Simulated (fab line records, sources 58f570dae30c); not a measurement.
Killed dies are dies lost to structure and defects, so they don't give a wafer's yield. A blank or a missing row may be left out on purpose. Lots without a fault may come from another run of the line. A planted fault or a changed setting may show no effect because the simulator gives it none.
A struck lot beside a sound one | flow berkeley_cmos170 | 15 steps out of a route of 331
Sound: wafers L529.2, L529.4, L529.5. Struck: wafers L537.1, L537.2, L537.3. The cause comes at the end.
At each step with rows: each side's tool, then ch and its chambers, then its first start. Under that, the readings that differ: sound wafers | struck wafers | difference of the means | sigmas: that difference in standard deviations of wafers without a fault.
alike: readings whose means differ by less than 2 such deviations, and words and numbers that are the same on both sides. not compared: withheld readings, readings that some wafer has no value for, bounds like >300 that may hide the same value, and numbers for which the record gives no deviation and whose values overlap.
The two part at a step that has a row with sigmas, a row that says differs or no value, or rows on one side only. Numbers that don't overlap but have no deviation are shown without sigmas and don't part them. A reading that every wafer of one side lacks parts them only if that side has two wafers or more.

first, 2 steps without rows for these wafers: UCB170_GATE_ANNEAL_03 (time 1800 s); UCB170_GATE_CVD_04 (deposits poly-Si from SiH4, time 1440 s, target thk 214 nm).
UCB170_GATE_THK_MEAS_05:
  sound on film_metro-02, day 7 01:36; struck on film_metro-01, day 8 20:53
  alike: GATE_POLY_THK
then, 6 steps without rows for these wafers: UCB170_GATE_COAT_06; UCB170_GATE_COAT_07 (resist thk 900 nm); UCB170_GATE_SOFTBAKE_08 (time 60 s); UCB170_GATE_EXPOSE_09 (exposes mask POLY, target cd 350 nm); UCB170_GATE_PEB_10; UCB170_GATE_DEVELOP_11 (develop time 45 s).
UCB170_GATE_CD_MEAS_12: target cd 350 nm.
  sound on cd_sem-02, day 7 03:34; struck on cd_sem-02, day 8 22:39
  alike: cd_nm
UCB170_GATE_OVL_MEAS_13:
  sound on overlay-01, day 7 03:40; struck on overlay-02, day 8 22:46
  alike: GATE_OVL
UCB170_GATE_ETCH_14: etches BARC in N2/H2.
  sound on rie_diel-02 ch 0,1,2, day 7 03:42; struck on rie_diel-01 ch 0,1,2, day 8 22:49
  alike: drypump_motor_current_A, oes_product_au, throttle_valve_pct
UCB170_GATE_ETCH_15: etches poly-Si in HBr/Cl2, stops on SiO2, time 56.3 s, target depth 278.2 nm.
  sound on rie_si-01 ch 1,3, day 7 03:45; struck on rie_si-02 ch 1,2,3, day 8 22:51
  reading                               | sound             | struck            | difference | sigmas
  oes_product_au (a.u.)                 | 0.829 0.824 0.841 | 1.013 1.014 1.013 | +0.182     | +18
  run_length_s (s)                      | 85.0 84.1 84.9    | 74.5 73.4 74.5    | -10.5      | -22
  model.KrF_of_GATE_COAT_07.thk_nm (nm) | 776.2 773.4 776   | 799.2 798.7 795.5 | +22.6      |
  alike: drypump_motor_current_A, throttle_valve_pct
  not compared: rf_hours_counter_h
UCB170_GATE_STRIP_16: strips in O2.
  sound on plasma_asher-04 ch 0,1, day 7 03:47; struck on plasma_asher-01 ch 0,1, day 8 22:54
  alike: drypump_motor_current_A, oes_product_au
  not compared: rf_hours_counter_h
UCB170_M3_PROBE_99:
  sound on prober-02, day 9 01:55; struck on prober-02, day 10 17:52
  reading                                          | sound                | struck                                                                     | difference                   | sigmas
  hold                                             | - - -                | await_dispo/7.9h/release await_dispo/7.9h/release await_dispo/7.9h/release | no value on the sound wafers |
  model.etest.pldd.rs_ohm_sq                       | 1106 1107 1122       | 1142 1168 1154                                                             | +43                          |
  model.etest.nldd.rs_ohm_sq                       | 778.8 778.4 782.5    | 786.9 789.8 791                                                            | +9.3                         |
  model.etest.poly_comb_over_steps.leak_log10_a_um | -12.75 -12.69 -12.69 | -5.717 -6.015 -6.332                                                       | +6.689                       |
  not compared: model.etest.pldd.line_ohm_um, model.etest.antenna_poly.vt_shift_v

WHERE THEY PART
First at UCB170_GATE_ETCH_15; last, within this record, at UCB170_M3_PROBE_99.

WHY: what the simulator had put in
Process parameter drift: rie_si-02, from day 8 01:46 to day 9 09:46, at UCB170_GATE_ETCH_15. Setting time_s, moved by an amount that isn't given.
